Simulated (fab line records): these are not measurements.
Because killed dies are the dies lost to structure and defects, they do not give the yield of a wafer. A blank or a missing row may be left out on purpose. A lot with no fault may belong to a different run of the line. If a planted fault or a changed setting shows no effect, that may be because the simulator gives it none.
Which of the tools did it? :: flow ritCmos :: 14 lots with 42 wafers sampled at 2 steps, on a route of 202 steps

WHAT EACH GAUGE READ, for each wafer
RIT_GATE_THK_MEAS_07. Usual: for GATE_OXIDE_THK the level is 3.06 nm and the standard deviation is 0.079.
lot: L135
measured: day 2 11:14
on: filmMetro-04
GATE_OXIDE_THK (nm): 3.06 3.00 3.01
flag: 

lot: L136
measured: day 2 18:04
on: filmMetro-02
GATE_OXIDE_THK (nm): 2.98 2.94 2.95
flag: 

lot: L137
measured: day 2 21:12
on: filmMetro-02
GATE_OXIDE_THK (nm): 3.08 3.09 3.06
flag: 

lot: L138
measured: day 3 01:39
on: filmMetro-01
GATE_OXIDE_THK (nm): 3.12 3.08 3.16
flag: 

lot: L139
measured: day 3 07:08
on: filmMetro-01
GATE_OXIDE_THK (nm): 3.14 3.17 3.15
flag: 

lot: L140
measured: day 3 12:28
on: filmMetro-02
GATE_OXIDE_THK (nm): 3.15 3.12 3.12
flag: 

lot: L142
measured: day 4 00:59
on: filmMetro-01
GATE_OXIDE_THK (nm): 2.54 2.58 2.65
flag: OFF

lot: L144
measured: day 4 11:35
on: filmMetro-04
GATE_OXIDE_THK (nm): 2.45 2.43 2.46
flag: OFF

lot: L149
measured: day 5 14:36
on: filmMetro-04
GATE_OXIDE_THK (nm): 3.00 2.97 3.07
flag: 

lot: L150
measured: day 5 14:49
on: filmMetro-02
GATE_OXIDE_THK (nm): 3.11 3.13 3.09
flag: 

lot: L151
measured: day 5 19:22
on: filmMetro-04
GATE_OXIDE_THK (nm): 3.12 3.17 3.13
flag: 

lot: L152
measured: day 6 05:12
on: filmMetro-01
GATE_OXIDE_THK (nm): 3.00 2.96 2.98
flag: 

lot: L156
measured: day 7 07:09
on: filmMetro-02
GATE_OXIDE_THK (nm): 2.95 2.93 2.90
flag: 

lot: L158
measured: day 7 07:09
on: filmMetro-04
GATE_OXIDE_THK (nm): 3.12 3.10 3.09
flag: 

TOOL THAT RAN EACH LOT (tool first, then ch and the chambers of the sampled wafers, then the start)
lot: L135
RIT_GATE_OXIDATION_05: furnace-01 ch 0, day 2 09:54

lot: L136
RIT_GATE_OXIDATION_05: furnace-04 ch 0, day 2 15:23

lot: L137
RIT_GATE_OXIDATION_05: furnace-03 ch 0, day 2 19:22

lot: L138
RIT_GATE_OXIDATION_05: furnace-03 ch 0, day 3 00:19

lot: L139
RIT_GATE_OXIDATION_05: furnace-03 ch 0, day 3 04:49

lot: L140
RIT_GATE_OXIDATION_05: furnace-03 ch 0, day 3 10:55

lot: L142
RIT_GATE_OXIDATION_05: furnace-03 ch 0, day 3 22:37

lot: L144
RIT_GATE_OXIDATION_05: furnace-03 ch 0, day 4 08:56

lot: L149
RIT_GATE_OXIDATION_05: furnace-04 ch 0, day 5 12:11

lot: L150
RIT_GATE_OXIDATION_05: furnace-04 ch 0, day 5 13:16

lot: L151
RIT_GATE_OXIDATION_05: furnace-04 ch 0, day 5 17:48

lot: L152
RIT_GATE_OXIDATION_05: furnace-04 ch 0, day 6 01:56

lot: L156
RIT_GATE_OXIDATION_05: furnace-01 ch 0, day 7 04:31

lot: L158
RIT_GATE_OXIDATION_05: furnace-01 ch 0, day 7 04:31
- RIT_GATE_OXIDATION_05: target thk 3 nm, ox time 274.8 s.

AS READ BY THE TOOLS THEMSELVES (means over the sampled wafers that have a number; for cases with no such wafer, the mark the record gives instead)
RIT_GATE_OXIDATION_05. Usual: spikeTcCentreC 901.7 C, standard deviation 1.2; spikeTcLoadC 924.5 C, standard deviation 2.5; spikeTcSourceC 920 C, standard deviation 4.1; zonePowerLoadPct 27 %, standard deviation 3.5.
lot: L135
tool: furnace-01
spikeTcCentreC (C): 901.4
spikeTcLoadC (C): 927.1
spikeTcSourceC (C): 920
zonePowerLoadPct (%): 29
flag: 

lot: L136
tool: furnace-04
spikeTcCentreC (C): 902.8
spikeTcLoadC (C): 924.3
spikeTcSourceC (C): 925
zonePowerLoadPct (%): 22
flag: 

lot: L137
tool: furnace-03
spikeTcCentreC (C): 900.5
spikeTcLoadC (C): 922.5
spikeTcSourceC (C): 915
zonePowerLoadPct (%): 30
flag: 

lot: L138
tool: furnace-03
spikeTcCentreC (C): 902.0
spikeTcLoadC (C): 921.8
spikeTcSourceC (C): 916
zonePowerLoadPct (%): 29
flag: 

lot: L139
tool: furnace-03
spikeTcCentreC (C): 900.5
spikeTcLoadC (C): 921.8
spikeTcSourceC (C): 915
zonePowerLoadPct (%): 30
flag: 

lot: L140
tool: furnace-03
spikeTcCentreC (C): 900.3
spikeTcLoadC (C): 922.3
spikeTcSourceC (C): 916
zonePowerLoadPct (%): 30
flag: 

lot: L142
tool: furnace-03
spikeTcCentreC (C): 885.9
spikeTcLoadC (C): 905.7
spikeTcSourceC (C): 900
zonePowerLoadPct (%): 29
flag: OFF

lot: L144
tool: furnace-03
spikeTcCentreC (C): 885.9
spikeTcLoadC (C): 904.8
spikeTcSourceC (C): 900
zonePowerLoadPct (%): 29
flag: OFF

lot: L149
tool: furnace-04
spikeTcCentreC (C): 903.4
spikeTcLoadC (C): 924.4
spikeTcSourceC (C): 926
zonePowerLoadPct (%): 22
flag: 

lot: L150
tool: furnace-04
spikeTcCentreC (C): 902.3
spikeTcLoadC (C): 925.5
spikeTcSourceC (C): 924
zonePowerLoadPct (%): 22
flag: 

lot: L151
tool: furnace-04
spikeTcCentreC (C): 902.4
spikeTcLoadC (C): 924.2
spikeTcSourceC (C): 924
zonePowerLoadPct (%): 22
flag: 

lot: L152
tool: furnace-04
spikeTcCentreC (C): 902.1
spikeTcLoadC (C): 925.2
spikeTcSourceC (C): 925
zonePowerLoadPct (%): 22
flag: 

lot: L156
tool: furnace-01
spikeTcCentreC (C): 902.0
spikeTcLoadC (C): 927.9
spikeTcSourceC (C): 921
zonePowerLoadPct (%): 29
flag: 

lot: L158
tool: furnace-01
spikeTcCentreC (C): 901.2
spikeTcLoadC (C): 928.0
spikeTcSourceC (C): 922
zonePowerLoadPct (%): 29
flag: 

THE ANSWER, worked out from the rows above alone
Rule: a lot counts as off when the mean over its wafers that have a number is more than 3 standard deviations away from the usual mean. Also off: a lot with no number at a reading for which 4 or more lots have one. All remaining lots with rows at the step are treated as sound. Order of review: gauges by route order, followed by the tools' own readings, for which a lot's mean as printed above is used. The first step at which some lot is off is used, and at that step the reading that is off furthest; a lot without a number counts as furthest.
Off: at RIT_GATE_THK_MEAS_07 (GATE_OXIDE_THK), L142, L144.
If a tool, at a process step before that reading, ran all the lots that are off and no sound lot after the first of them, it fits. The gauges at RIT_GATE_THK_MEAS_07 aren't tried: what is off there is off at RIT_GATE_OXIDATION_05 too, on other tools, and a gauge's error can't cause that. One fits: furnace-03 at RIT_GATE_OXIDATION_05. A fault onset in the window from L140 (day 3 10:55, its last sound lot) to L142 (day 3 22:37, its first lot off) fits.
The tool's own readings at RIT_GATE_OXIDATION_05 bear it out: on the lots that are off they differ by more than 5 times the standard deviation of the sound lots' means. spikeTcCentreC reads 885.9 C there against 901.7 C on the sound lots; spikeTcLoadC reads 905.2 C there against 924.6 C on the sound lots; spikeTcSourceC reads 900 C there against 921 C on the sound lots.

WHAT HAD BEEN PUT IN BY THE SIMULATOR
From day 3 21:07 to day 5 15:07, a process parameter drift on furnace-03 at RIT_GATE_OXIDATION_05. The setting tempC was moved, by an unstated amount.
Lots struck among those shown: L142, L144. Same finding as the rule above.
